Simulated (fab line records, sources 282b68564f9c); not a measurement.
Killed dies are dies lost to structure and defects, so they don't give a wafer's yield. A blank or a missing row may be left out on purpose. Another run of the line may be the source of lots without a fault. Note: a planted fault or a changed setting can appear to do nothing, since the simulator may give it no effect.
Split-lot study | flow rit cmos | 5 lots, 23 wafers read, on a route of 202 steps

## ABOUT THE SPLIT
At RIT_GATE_EXPOSE_13 (exposes mask M6, target cd 150 nm), the setting dose mj was moved away from the recipe's 380 on 4 of the 23 wafers read, by -6.6% to -2.7%. For the rest of the wafers, this setting stayed at what the recipe calls for.

## FROM THE SPLIT TO THE READING: what the file shows between them, 6 steps
- RIT_GATE_PEB_14
- RIT_GATE_DEVELOP_15: develop time 50 s
- RIT_GATE_CD_MEAS_16: target cd 150 nm
- RIT_GATE_HARDBAKE_18: time 60 s
- RIT_GATE_ETCH_19: etches poly-Si in SF6/CHF3/O2, stops on SiO2, time 165 s, target depth 312.5 nm
- RIT_GATE_STRIP_20: strips in O2, time 180 s

## THE READING
cd nm (nm) at RIT_GATE_CD_MEAS_90, where the cd target is 150 nm. Fault-free wafers of this fab line usually give 149.9 nm, standard deviation 2.1 nm.

wafer  | tool, chamber at the split | dose mj as run | against the recipe | cd nm, nm | against lot-mates on the recipe
L077.2 | iline stepper-01, 0        | 380            | recipe             | 150.7     | -
L077.3 | iline stepper-01, 0        | 380            | recipe             | 153.5     | -
L077.5 | iline stepper-01, 0        | 380            | recipe             | 151.5     | -
L078.1 | iline stepper-02, 0        | 380            | recipe             | 148.3     | -
L078.3 | iline stepper-02, 0        | 380            | recipe             | 150.6     | -
L078.4 | iline stepper-02, 0        | 380            | recipe             | 151.1     | -
L078.5 | iline stepper-02, 0        | 380            | recipe             | 150.7     | -
L078.6 | iline stepper-02, 0        | 380            | recipe             | 149.6     | -
L082.1 | iline stepper-02, 0        | 380            | recipe             | 149.8     | -
L082.2 | iline stepper-02, 0        | 354.9          | -6.6%              | 187.3     | +37.0
L082.3 | iline stepper-02, 0        | 354.9          | -6.6%              | 186.7     | +36.4
L082.4 | iline stepper-02, 0        | 380            | recipe             | 148.8     | -
L082.6 | iline stepper-02, 0        | 380            | recipe             | 152.3     | -
L083.2 | iline stepper-01, 0        | 369.6          | -2.7%              | 166.4     | +15.6
L083.3 | iline stepper-01, 0        | 369.6          | -2.7%              | 166.8     | +16.0
L083.4 | iline stepper-01, 0        | 380            | recipe             | 149.8     | -
L083.5 | iline stepper-01, 0        | 380            | recipe             | 151.7     | -
L083.6 | iline stepper-01, 0        | 380            | recipe             | 151.0     | -
L085.1 | iline stepper-02, 0        | 380            | recipe             | 151.6     | -
L085.2 | iline stepper-02, 0        | 380            | recipe             | 147.6     | -
L085.4 | iline stepper-02, 0        | 380            | recipe             | 147.0     | -
L085.5 | iline stepper-02, 0        | 380            | recipe             | 148.7     | -
L085.6 | iline stepper-02, 0        | 380            | recipe             | 149.1     | -

THE FIT
A straight line over all 23 wafers: cd nm changes by -5.63 nm for each +1% of dose mj; r = -0.99; the points scatter about the line by 1.6 nm.
The same after taking each lot's own level away (the mean of its wafers on the recipe; 23 wafers): -5.58 nm for each +1%; r = -0.99; scatter 1.2 nm.
That fit puts the effect of the largest move of dose mj on the reading at 37 nm.
The span of the lots' own levels, 148.80 to 151.90 nm, comes to 1.5 times the standard deviation stated above.
Hence the lot-to-lot level has little effect on the slope; both slopes agree.
Check: with one of the wafers moved furthest among these (-6.6%) left out of the fit, the line predicts +36.8 nm for it against its lot-mates. It came out at +37 nm against them.

## THE WHOLE CHAIN: every reading that the file lists as answering this split, in the file's order
step                | what it does                                                                    | reading                                                     | change (the file's fit)              | r (the file's)
RIT_GATE_CD_MEAS_16 | target cd 150 nm                                                                | cd nm                                                       | -5.56 nm for each +1% of the setting | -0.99
RIT_GATE_ETCH_19    | etches poly-Si in SF6/CHF3/O2, stops on SiO2, time 165 s, target depth 312.5 nm | GATE.cd nm (the simulator's own value, which no gauge read) | -5.6 nm for each +1% of the setting  | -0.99
RIT_GATE_CD_MEAS_90 | target cd 150 nm                                                                | cd nm                                                       | -5.59 nm for each +1% of the setting | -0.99

## FILE'S OWN FIT
cd nm changes by -5.59 nm for each +1% of dose mj, r = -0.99.
